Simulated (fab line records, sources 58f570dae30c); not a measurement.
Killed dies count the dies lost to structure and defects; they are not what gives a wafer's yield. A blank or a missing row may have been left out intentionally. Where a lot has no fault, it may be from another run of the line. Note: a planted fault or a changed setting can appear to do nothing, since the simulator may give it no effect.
Which tool was responsible? / flow berkeley cmos170 / 45 wafers from 15 lots sampled at 5 of the route's 331 steps

## WHAT THE GAUGES READ, wafer by wafer
UCB170_ACTIVE_CD_MEAS_90 targets a cd of 1200 nm.
lot=L856; measured=day 4 20:22; on=cd sem-01; cd nm (nm)=1199.8 1198.4 1199.2
lot=L857; measured=day 4 20:38; on=cd sem-02; cd nm (nm)=1200.6 1199.6 1198.7
lot=L859; measured=day 5 13:44; on=cd sem-02; cd nm (nm)=1198.7 1199.0 1198.5
lot=L860; measured=day 5 13:59; on=cd sem-01; cd nm (nm)=1197.8 1198.2 1197.8
lot=L861; measured=day 5 14:07; on=cd sem-01; cd nm (nm)=1200.5 1201.6 1199.5
lot=L862; measured=day 5 23:43; on=cd sem-02; cd nm (nm)=1199.6 1200.7 1197.6
lot=L863; measured=day 6 03:38; on=cd sem-01; cd nm (nm)=1202.0 1201.1 1200.2
lot=L864; measured=day 6 04:08; on=cd sem-01; cd nm (nm)=1198.5 1197.4 1200.6
lot=L866; measured=day 6 12:06; on=cd sem-02; cd nm (nm)=1197.4 1196.9 1197.2
lot=L868; measured=day 7 11:55; on=cd sem-02; cd nm (nm)=1199.9 1198.4 1198.5
lot=L869; measured=day 7 12:04; on=cd sem-02; cd nm (nm)=1201.2 1200.7 1200.8
lot=L867; measured=day 7 12:07; on=cd sem-01; cd nm (nm)=1199.1 1200.6 1200.3
lot=L875; measured=day 8 14:56; on=cd sem-01; cd nm (nm)=1199.8 1200.0 1199.3
lot=L874; measured=day 8 15:13; on=cd sem-01; cd nm (nm)=1202.3 1201.5 1199.4
lot=L876; measured=day 9 04:12; on=cd sem-02; cd nm (nm)=1199.8 1199.5 1198.3

UCB170_SACOX_THK_MEAS_02.
lot=L856; measured=day 5 23:58; on=film metro-02; SACOX_OXIDE_THK (nm)=14.43 14.32 14.39
lot=L857; measured=day 6 00:02; on=film metro-02; SACOX_OXIDE_THK (nm)=14.99 14.84 14.98
lot=L859; measured=day 6 12:31; on=film metro-02; SACOX_OXIDE_THK (nm)=15.15 14.80 15.01
lot=L860; measured=day 6 12:32; on=film metro-03; SACOX_OXIDE_THK (nm)=14.49 14.72 14.23
lot=L861; measured=day 6 12:35; on=film metro-01; SACOX_OXIDE_THK (nm)=14.57 14.67 14.57
lot=L862; measured=day 7 02:07; on=film metro-02; SACOX_OXIDE_THK (nm)=14.51 14.83 14.67
lot=L863; measured=day 7 09:58; on=film metro-02; SACOX_OXIDE_THK (nm)=14.71 14.84 14.75
lot=L864; measured=day 7 10:05; on=film metro-02; SACOX_OXIDE_THK (nm)=14.70 14.53 14.53
lot=L866; measured=day 7 10:04; on=film metro-01; SACOX_OXIDE_THK (nm)=14.57 14.56 14.65
lot=L868; measured=day 8 11:07; on=film metro-02; SACOX_OXIDE_THK (nm)=14.33 13.98 13.94
lot=L869; measured=day 8 11:08; on=film metro-03; SACOX_OXIDE_THK (nm)=14.39 14.37 14.19
lot=L867; measured=day 8 11:06; on=film metro-01; SACOX_OXIDE_THK (nm)=14.59 14.07 14.23
lot=L875; measured=day 9 21:22; on=film metro-01; SACOX_OXIDE_THK (nm)=14.55 14.59 14.76
lot=L874; measured=day 9 21:22; on=film metro-02; SACOX_OXIDE_THK (nm)=14.36 14.32 14.38
lot=L876; measured=day 10 06:46; on=film metro-02; SACOX_OXIDE_THK (nm)=14.87 14.64 14.97

UCB170_NLDD_OVL_MEAS_07.
lot=L856; measured=day 7 11:46; on=overlay-01; NLDD_OVL (nm)=1 0 0
lot=L857; measured=day 7 12:15; on=overlay-01; NLDD_OVL (nm)=-4 -12 3
lot=L859; measured=day 8 02:21; on=overlay-02; NLDD_OVL (nm)=4 -1 11
lot=L860; measured=day 8 02:38; on=overlay-02; NLDD_OVL (nm)=-9 -1 5
lot=L861; measured=day 8 03:22; on=overlay-01; NLDD_OVL (nm)=18 3 5
lot=L862; measured=day 8 10:11; on=overlay-02; NLDD_OVL (nm)=9 19 11
lot=L863; measured=day 8 21:35; on=overlay-02; NLDD_OVL (nm)=-10 -10 -2
lot=L864; measured=day 8 22:04; on=overlay-02; NLDD_OVL (nm)=6 -1 8
lot=L866; measured=day 8 21:20; on=overlay-01; NLDD_OVL (nm)=4 6 4
lot=L868; measured=day 9 23:55; on=overlay-01; NLDD_OVL (nm)=1 8 0
lot=L869; measured=day 9 23:32; on=overlay-02; NLDD_OVL (nm)=-7 6 -2
lot=L867; measured=day 10 00:08; on=overlay-02; NLDD_OVL (nm)=-9 5 -2
lot=L875; measured=day 11 08:55; on=overlay-02; NLDD_OVL (nm)=305 321 319
lot=L874; measured=day 11 08:47; on=overlay-02; NLDD_OVL (nm)=329 322 316
lot=L876; measured=day 12 01:42; on=overlay-02; NLDD_OVL (nm)=319 321 315

UCB170_SPACER_THK_MEAS_01.
lot=L856; measured=day 7 12:29; on=film metro-04; SPACER_TEOS_THK (nm)=370 365 376
lot=L857; measured=day 7 12:59; on=film metro-03; SPACER_TEOS_THK (nm)=374 371 383
lot=L859; measured=day 8 03:04; on=film metro-02; SPACER_TEOS_THK (nm)=377 370 383
lot=L860; measured=day 8 03:22; on=film metro-03; SPACER_TEOS_THK (nm)=374 379 377
lot=L861; measured=day 8 04:05; on=film metro-02; SPACER_TEOS_THK (nm)=367 375 370
lot=L862; measured=day 8 11:41; on=film metro-04; SPACER_TEOS_THK (nm)=372 382 380
lot=L863; measured=day 8 22:58; on=film metro-03; SPACER_TEOS_THK (nm)=378 380 382
lot=L864; measured=day 8 23:01; on=film metro-02; SPACER_TEOS_THK (nm)=375 365 369
lot=L866; measured=day 8 22:58; on=film metro-04; SPACER_TEOS_THK (nm)=372 380 374
lot=L868; measured=day 10 00:39; on=film metro-02; SPACER_TEOS_THK (nm)=369 370 375
lot=L869; measured=day 10 00:16; on=film metro-03; SPACER_TEOS_THK (nm)=378 378 379
lot=L867; measured=day 10 00:52; on=film metro-04; SPACER_TEOS_THK (nm)=375 367 377
lot=L875; measured=day 11 09:55; on=film metro-02; SPACER_TEOS_THK (nm)=371 386 376
lot=L874; measured=day 11 09:34; on=film metro-03; SPACER_TEOS_THK (nm)=374 379 382
lot=L876; measured=day 12 02:26; on=film metro-03; SPACER_TEOS_THK (nm)=372 378 377

## EACH LOT AND THE TOOL THAT RAN IT (in order: tool; ch and the chambers of the sampled wafers; start)
lot=L856; UCB170_NLDD_EXPOSE_03=krf scanner-01 ch 0, day 7 11:05
lot=L857; UCB170_NLDD_EXPOSE_03=krf scanner-01 ch 0, day 7 11:45
lot=L859; UCB170_NLDD_EXPOSE_03=krf scanner-01 ch 0, day 8 01:16
lot=L860; UCB170_NLDD_EXPOSE_03=krf scanner-01 ch 0, day 8 01:56
lot=L861; UCB170_NLDD_EXPOSE_03=krf scanner-02 ch 0, day 8 02:41
lot=L862; UCB170_NLDD_EXPOSE_03=krf scanner-02 ch 0, day 8 09:41
lot=L863; UCB170_NLDD_EXPOSE_03=krf scanner-02 ch 0, day 8 20:47
lot=L864; UCB170_NLDD_EXPOSE_03=krf scanner-01 ch 0, day 8 21:26
lot=L866; UCB170_NLDD_EXPOSE_03=krf scanner-01 ch 0, day 8 20:32
lot=L868; UCB170_NLDD_EXPOSE_03=krf scanner-01 ch 0, day 9 23:26
lot=L869; UCB170_NLDD_EXPOSE_03=krf scanner-02 ch 0, day 9 23:03
lot=L867; UCB170_NLDD_EXPOSE_03=krf scanner-02 ch 0, day 9 23:38
lot=L875; UCB170_NLDD_EXPOSE_03=krf scanner-01 ch 0, day 11 08:19
lot=L874; UCB170_NLDD_EXPOSE_03=krf scanner-01 ch 0, day 11 08:12
lot=L876; UCB170_NLDD_EXPOSE_03=krf scanner-01 ch 0, day 12 00:59
- UCB170_NLDD_EXPOSE_03: exposes mask NSELECT, target cd 1200 nm.

## AS READ BY THE TOOLS THEMSELVES (means over the sampled wafers that have a number; for cases with no such wafer, the mark the record gives instead)
UCB170_NLDD_EXPOSE_03.
lot=L856; tool=krf scanner-01; stage vel mm s (mm/s)=500.12
lot=L857; tool=krf scanner-01; stage vel mm s (mm/s)=499.97
lot=L859; tool=krf scanner-01; stage vel mm s (mm/s)=499.98
lot=L860; tool=krf scanner-01; stage vel mm s (mm/s)=500.06
lot=L861; tool=krf scanner-02; stage vel mm s (mm/s)=500.03
lot=L862; tool=krf scanner-02; stage vel mm s (mm/s)=499.80
lot=L863; tool=krf scanner-02; stage vel mm s (mm/s)=499.80
lot=L864; tool=krf scanner-01; stage vel mm s (mm/s)=499.95
lot=L866; tool=krf scanner-01; stage vel mm s (mm/s)=500.06
lot=L868; tool=krf scanner-01; stage vel mm s (mm/s)=500.03
lot=L869; tool=krf scanner-02; stage vel mm s (mm/s)=500.11
lot=L867; tool=krf scanner-02; stage vel mm s (mm/s)=499.92
lot=L875; tool=krf scanner-01; stage vel mm s (mm/s)=499.82
lot=L874; tool=krf scanner-01; stage vel mm s (mm/s)=500.10
lot=L876; tool=krf scanner-01; stage vel mm s (mm/s)=499.83

## THE ANSWER, worked out from the rows above alone
Rule: what is usual is taken from the lots themselves. The widest of any qualifying gaps counts: lots, ordered by their means at a reading, are off when they make up no more than a third of the lots, leave a main group of 4 or more, and stand apart from it by 3 or more times the standard deviation of that group's means. A main group whose means are all the same, to the digits that the tables above print for the reading, isn't used. Also off: a lot with no number at a reading for which 4 or more lots have one. All remaining lots with rows at the step are treated as sound. The gauges are gone through in route order, then the tools' own readings, and for those a lot's mean is taken as printed above. At the first step where some lot is off, the reading lying furthest off is the one used; lots without a number count as furthest.
Off: at UCB170_NLDD_OVL_MEAS_07 (NLDD_OVL), L875, L874, L876. The main group has a mean of 2 nm with a standard deviation of 5.4.
A tool fits if, at a process step before that reading, it ran every lot that is off, and no sound lot after the first of them. The gauges at UCB170_NLDD_OVL_MEAS_07 are tried like those tools. 2 tools fit, krf scanner-01 at UCB170_NLDD_EXPOSE_03 and overlay-02 at UCB170_NLDD_OVL_MEAS_07, so this cannot tell which one it is.

## WHAT THE SIMULATOR PUT IN
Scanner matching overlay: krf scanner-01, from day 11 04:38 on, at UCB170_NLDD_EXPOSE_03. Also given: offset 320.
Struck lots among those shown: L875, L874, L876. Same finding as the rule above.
